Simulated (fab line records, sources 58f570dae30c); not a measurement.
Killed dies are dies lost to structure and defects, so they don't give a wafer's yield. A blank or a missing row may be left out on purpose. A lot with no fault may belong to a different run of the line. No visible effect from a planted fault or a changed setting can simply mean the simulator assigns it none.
Split-lot trial -- flow berkeley cmos170 -- route with 331 steps; 5 lots, 23 wafers read

## ON THE SPLIT
At UCB170_M2_PEB_13, the setting peb temp c was moved away from the recipe's 130 C on 11 of the 23 wafers read, by -2.5% to +2.5%. This setting was run at the recipe's value on the other wafers.

## FROM THE SPLIT TO THE READING: what the file shows between them, 5 steps
- UCB170_M2_DEVELOP_14: develop time 45 s
- UCB170_M2_CD_MEAS_15: target cd 700 nm
- UCB170_M2_ETCH_17: etches BARC in N2/H2
- UCB170_M2_METAL_ETCH_18: etches Al in Cl2/BCl3, stops on SiO2, target depth 1170 nm, time 195 s
- UCB170_M2_STRIP_19: strips in O2

## THE READING
Shown in nm: cd nm at UCB170_M2_CD_MEAS_90, with target cd 700 nm. Fault-free wafers of this fab line usually give 698.8 nm, standard deviation 2.9 nm.

wafer,"tool, chamber at the split","peb temp c as run, C",against the recipe,"cd nm, nm",against lot-mates on the recipe
L076.1,"litho track-03, 0",126.7,-2.5%,721.2,+23.5
L076.2,"litho track-03, 0",130,recipe,702.0,-
L076.4,"litho track-03, 0",126.7,-2.5%,723.3,+25.5
L076.5,"litho track-03, 0",130,recipe,693.5,-
L076.6,"litho track-03, 0",126.7,-2.5%,724.9,+27.1
L075.1,"litho track-02, 0",130,recipe,696.7,-
L075.3,"litho track-02, 0",130,recipe,700.6,-
L075.4,"litho track-02, 0",130,recipe,696.6,-
L079.1,"litho track-03, 0",130,recipe,697.8,-
L079.2,"litho track-03, 0",131.7,+1.3%,687.4,-15.9
L079.4,"litho track-03, 0",131.7,+1.3%,697.2,-6.1
L079.5,"litho track-03, 0",130,recipe,708.8,-
L079.6,"litho track-03, 0",131.7,+1.3%,697.2,-6.1
L084.2,"litho track-04, 0",130,recipe,695.7,-
L084.3,"litho track-04, 0",132.5,+1.9%,683.8,-11.4
L084.4,"litho track-04, 0",130,recipe,694.5,-
L084.5,"litho track-04, 0",132.5,+1.9%,681.0,-14.2
L084.6,"litho track-04, 0",130,recipe,695.4,-
L083.1,"litho track-02, 0",130,recipe,689.5,-
L083.2,"litho track-02, 0",133.2,+2.5%,682.0,-6.0
L083.3,"litho track-02, 0",133.2,+2.5%,671.8,-16.2
L083.4,"litho track-02, 0",133.2,+2.5%,675.7,-12.3
L083.5,"litho track-02, 0",130,recipe,686.5,-

THE FIT
A straight line over all 23 wafers: cd nm changes by -8.61 nm for each +1% of peb temp c; r = -0.91; the points scatter about the line by 5.8 nm.
The same after taking each lot's own level away (the mean of its wafers on the recipe; 23 wafers): -7.57 nm for each +1%; r = -0.93; scatter 4.5 nm.
Per that fit: largest peb temp c move, reading shift of 19 nm.
The span of the lots' own levels, 688.00 to 703.30 nm, comes to 5.3 times the standard deviation stated above.
Hence the slope depends on the lot-to-lot level, as the two fits are not the same.
Check: for one of the wafers moved furthest among these (-2.5%), held out of the fit, the line's prediction against its lot-mates is +20.6 nm. Against them it came out at +23.5 nm.

## THE WHOLE CHAIN: every reading that the file lists as answering this split, in the file's order
step,what it does,reading,change (the file's fit),r (the file's)
UCB170_M2_CD_MEAS_15,target cd 700 nm,cd nm,-7.54 nm for each +1% of the setting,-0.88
UCB170_M2_ETCH_17,etches BARC in N2/H2,"M2.cd nm (the simulator's own value, which no gauge read)",-7.63 nm for each +1% of the setting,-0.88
UCB170_M2_METAL_ETCH_18,"etches Al in Cl2/BCl3, stops on SiO2, target depth 1170 nm, time 195 s","M2.cd nm (the simulator's own value, which no gauge read)",-7.25 nm for each +1% of the setting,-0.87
UCB170_M2_CD_MEAS_90,target cd 700 nm,cd nm,-7.24 nm for each +1% of the setting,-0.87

## THE FILE'S OWN FIT
cd nm changes by -7.24 nm for each +1% of peb temp c, r = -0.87.
